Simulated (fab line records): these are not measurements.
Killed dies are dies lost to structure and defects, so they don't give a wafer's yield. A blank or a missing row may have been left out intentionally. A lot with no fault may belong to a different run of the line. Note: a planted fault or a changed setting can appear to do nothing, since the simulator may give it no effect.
A single fault, viewed from 2 desks -- flow ritCmos -- each desk holds nothing but its own numbers, with what lay behind them at the end

DESK OF THE TOOL OWNER: lithoTrack-03
The tool's own readings at RIT_M1_DEVELOP_08 (develop time 68 s): means of the sampled wafers that have a number, for each lot that ran on this tool. Any lot whose mean is over 4 standard deviations away from the usual mean is out of limits and marked OUT; that distance is given in the brackets.
Columns: A = developerTempC at RIT_M1_DEVELOP_08, usual 23.00 C
lot,first seen here,A
L231,day 3 15:00,23.04
L234,day 4 05:00,23.08
L238,day 5 05:00,23.09
L239,day 5 10:00,23.00
L242,day 6 02:00,20.76 (-24) OUT
L244,day 6 11:00,20.73 (-24) OUT
This desk's finding: out of limits on L242, L244; first on L242, day 6 02:00 (developerTempC at RIT_M1_DEVELOP_08). In limits: L231, L234, L238, L239.

AT THE METROLOGY DESK
Means of the sampled wafers that have a number, per lot and without regard to the tool the lot ran on: this is what the gauges read. Any lot whose mean is over 4 standard deviations away from the usual mean is out of limits and marked OUT; that distance is given in the brackets.
Columns: A = cdNm at RIT_M1_CD_MEAS_09, usual 2599.4 nm
lot,first seen here,A
L231,day 3 15:56,2598.0
L232,day 3 18:57,2601.2
L233,day 4 02:48,2599.9
L234,day 4 05:11,2602.2
L236,day 4 14:50,2598.1
L237,day 4 20:01,2601.1
L238,day 5 06:01,2598.1
L239,day 5 10:28,2598.7
L240,day 5 14:08,2599.0
L242,day 6 02:37,2593.1
L244,day 6 11:46,2593.0
L247,day 7 01:41,2595.7
L250,day 7 19:28,2599.4
L253,day 8 08:34,2601.1
Result from this desk: across the 14 lots, nothing is out of limits.

ALL TOGETHER
On L242, L244, at day 6 02:00, an alarm was possible from the tool owner's desk.
From the metrology desk's view, nothing was out of limits.
The metrology desk has L242, L244 on record, within its limits.
All the named lots went through RIT_M1_DEVELOP_08 on lithoTrack-03.

WHAT THE SIMULATOR PUT IN
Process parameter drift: lithoTrack-03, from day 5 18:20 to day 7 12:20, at RIT_M1_DEVELOP_08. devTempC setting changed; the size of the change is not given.
Shown lots that were struck: L242, L244.
How many hours passed from the start of the fault until each desk's first out-of-limits reading: the tool owner's desk, 8.
